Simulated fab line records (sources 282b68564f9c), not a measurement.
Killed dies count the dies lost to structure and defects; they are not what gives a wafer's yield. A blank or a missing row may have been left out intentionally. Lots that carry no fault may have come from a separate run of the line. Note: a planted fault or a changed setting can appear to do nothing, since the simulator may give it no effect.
Split-lot trial	flow rit-cmos	23 wafers read from 5 lots, route of 202 steps

## THE SPLIT ITSELF
At RIT_ACTIVE_COAT_06 (resist thk 1000 nm), the setting spin-rpm was moved away from the recipe's 3250 rpm on 7 of the 23 wafers read, by -4.9% to +3.3%. The other wafers ran this setting at the recipe's value.

## FROM THE SPLIT TO THE READING: what the file shows between them, 4 steps
- RIT_ACTIVE_SOFTBAKE_07: time 60 s
- RIT_ACTIVE_EXPOSE_08: exposes mask M1, target cd 1400 nm
- RIT_ACTIVE_DEVELOP_10: develop time 48.2 s
- RIT_ACTIVE_HARDBAKE_12: time 60 s

## THE READING
NOVOLAK_of_ACTIVE_COAT_06.thk-nm (the simulator's own value, which no gauge read), in nm, at RIT_ACTIVE_ETCH_13 (etches Si3N4 in SF6, stops on SiO2, time 210 s, target depth 210 nm). There is no usual value for it anywhere in the file. Average 654.6 nm, standard deviation 7.8 nm, over the 16 wafers here run with the recipe.

wafer	tool, chamber at the split	spin-rpm as run, rpm	against the recipe	NOVOLAK_of_ACTIVE_COAT_06.thk-nm, nm	against lot-mates on the recipe
L074.1	litho-track-02, 0	3250	recipe	650.2	-
L074.2	litho-track-02, 0	3091	-4.9%	670.8	+16.7
L074.3	litho-track-02, 0	3091	-4.9%	675.5	+21.4
L074.4	litho-track-02, 0	3250	recipe	656.9	-
L074.6	litho-track-02, 0	3250	recipe	655.3	-
L076.1	litho-track-04, 0	3250	recipe	652.4	-
L076.2	litho-track-04, 0	3250	recipe	641.7	-
L076.3	litho-track-04, 0	3250	recipe	653.4	-
L076.5	litho-track-04, 0	3250	recipe	653.7	-
L076.6	litho-track-04, 0	3250	recipe	644.6	-
L080.2	litho-track-02, 0	3250	recipe	651.2	-
L080.3	litho-track-02, 0	3250	recipe	649.6	-
L080.6	litho-track-02, 0	3250	recipe	647.7	-
L083.1	litho-track-01, 0	3133	-3.6%	686.9	+26.7
L083.2	litho-track-01, 0	3250	recipe	660.3	-
L083.3	litho-track-01, 0	3250	recipe	660.1	-
L083.5	litho-track-01, 0	3133	-3.6%	680.4	+20.2
L083.6	litho-track-01, 0	3133	-3.6%	677.8	+17.6
L084.2	litho-track-04, 0	3250	recipe	670.3	-
L084.3	litho-track-04, 0	3357	+3.3%	640.9	-24.9
L084.4	litho-track-04, 0	3250	recipe	655.5	-
L084.5	litho-track-04, 0	3357	+3.3%	641.4	-24.4
L084.6	litho-track-04, 0	3250	recipe	671.5	-

FIT RESULTS
A straight line over all 23 wafers: NOVOLAK_of_ACTIVE_COAT_06.thk-nm changes by -5.07 nm for each +1% of spin-rpm; r = -0.81; the points scatter about the line by 8 nm.
The same after taking each lot's own level away (the mean of its wafers on the recipe; 23 wafers): -5.48 nm for each +1%; r = -0.92; scatter 5.2 nm.
Per that fit: largest spin-rpm move, reading shift of 27 nm.
Measured against the standard deviation above, the lots' own levels, which go from 649.16 to 665.77 nm, span 2.1 times it.
Consequently the slope shifts little with the lot-to-lot level, the two slopes agreeing.
Check: for one of the wafers moved furthest among these (-4.9%), held out of the fit, the line's prediction against its lot-mates is +28.5 nm. It came out at +16.7 nm against them.

## OTHER SPLITS ON THESE WAFERS
Other splits were also applied to these wafers ahead of the reading. Each is held against what the fit with the lots' levels taken away leaves over:
other split on the same wafers	wafers away from the commonest value	r with NOVOLAK_of_ACTIVE_COAT_06.thk-nm (lot level and that fit taken away)
RIT_ACTIVE_CVD_03 temp-c	18	-0.16

## THE WHOLE CHAIN: every reading that the file lists as answering this split, in the file's order
step	what it does	reading	change (the file's fit)	r (the file's)
RIT_ACTIVE_COAT_06	resist thk 1000 nm	NOVOLAK_of_ACTIVE_COAT_06.thk-nm (the simulator's own value, which no gauge read)	-5.36 nm for each +1% of the setting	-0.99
RIT_ACTIVE_HARDBAKE_12	time 60 s	NOVOLAK_of_ACTIVE_COAT_06.thk-nm (the simulator's own value, which no gauge read)	-4.68 nm for each +1% of the setting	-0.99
RIT_ACTIVE_ETCH_13	etches Si3N4 in SF6, stops on SiO2, time 210 s, target depth 210 nm	NOVOLAK_of_ACTIVE_COAT_06.thk-nm (the simulator's own value, which no gauge read)	-5.27 nm for each +1% of the setting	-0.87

## FILE'S OWN FIT
NOVOLAK_of_ACTIVE_COAT_06.thk-nm changes by -5.27 nm for each +1% of spin-rpm, r = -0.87.
